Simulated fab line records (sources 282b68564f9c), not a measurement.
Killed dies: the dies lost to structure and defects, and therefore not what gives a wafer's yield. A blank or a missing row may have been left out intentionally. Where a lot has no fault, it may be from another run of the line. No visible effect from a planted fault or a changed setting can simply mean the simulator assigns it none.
Code-filled problem report in 8D (eight disciplines) form | flow rit cmos | the parts of the form that need people (team, actions taken, sign-off) are left out

1. WHAT IS WRONG
Mean of rf fwd power W at RIT_CONTACT_ETCH_11: 231.6 W across 6 wafers in 2 lots; on wafers with no fault it is 199.6 W (standard deviation 0.63). That is +51 standard deviations from the usual mean.
The step: etches SiO2 in CHF3/CF4/Ar, stops on TiSi2, target depth 480 nm, time 320 s.
The first sign was on wafer L248.1 at day 5 03:22, on rie diel-03. At this step, 18 wafers from 6 lots have a number in the record. Rule for "out", or "out of limits": more than 4 standard deviations from the usual mean. Any other wafer with a number is counted as sound.

2. WHAT IT IS AND WHAT IT IS NOT
question                    | is                     | is not
which readings at this step | rf fwd power W         | drypump motor current A, mfc ar sccm, oes product au, throttle valve pct
which lots                  | L248, L249             | L241, L246, L257, L261
which wafers of those lots  | all that have a number | -
read on which tools         | rie diel-03            | rie diel-01, rie diel-04
when                        | from day 5 03:22       | up to then (6 sound wafers); but 6 sound wafers of L257, L261 came after

3. SUSPECTS, AND WHAT RULES EACH OUT
Counting: a tool at a process step up to the reading stays a suspect if it ran every lot that is out and no sound lot after the first of them.
- rie diel-03 at RIT_CONTACT_ETCH_11 (etches SiO2 in CHF3/CF4/Ar, stops on TiSi2, target depth 480 nm, time 320 s): kept. Every lot that is out went through it, starting with L248 (day 5 03:22), and after that it ran no sound lot; the last sound lot it ran before then is L241 (day 3 15:50). Its own rf fwd power W readings are out on those wafers.
Left after counting: rie diel-03 at RIT_CONTACT_ETCH_11.

4. THE CAUSE (what the simulator had put in)
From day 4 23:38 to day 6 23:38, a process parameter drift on rie diel-03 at RIT_CONTACT_ETCH_11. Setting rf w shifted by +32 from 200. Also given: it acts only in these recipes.
The count eliminated every tool but this one.

5. SEQUENCE OF EFFECTS, ordered by route
Rows list readings where the struck wafers' mean (over those with a number) sits beyond 3 standard deviations from the usual. Readings are gone through only where the record gives a usual standard deviation; hours: the median, over the lots, of the time from a lot's start at the first step in this table giving one to that lot's start at this step; sigmas: the change measured in usual standard deviations.
hours | step                | reading        | usual   | on struck wafers | change | sigmas
0     | RIT_CONTACT_ETCH_11 | rf fwd power W | 199.6 W | 231.6            | +32.0  | +51
Its process steps:
- RIT_CONTACT_ETCH_11: etches SiO2 in CHF3/CF4/Ar, stops on TiSi2, target depth 480 nm, time 320 s.

6. WHAT WOULD HAVE CAUGHT IT SOONER
In this record the first reading out of limits was taken at day 5 03:22, 4 hours after the fault began at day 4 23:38.
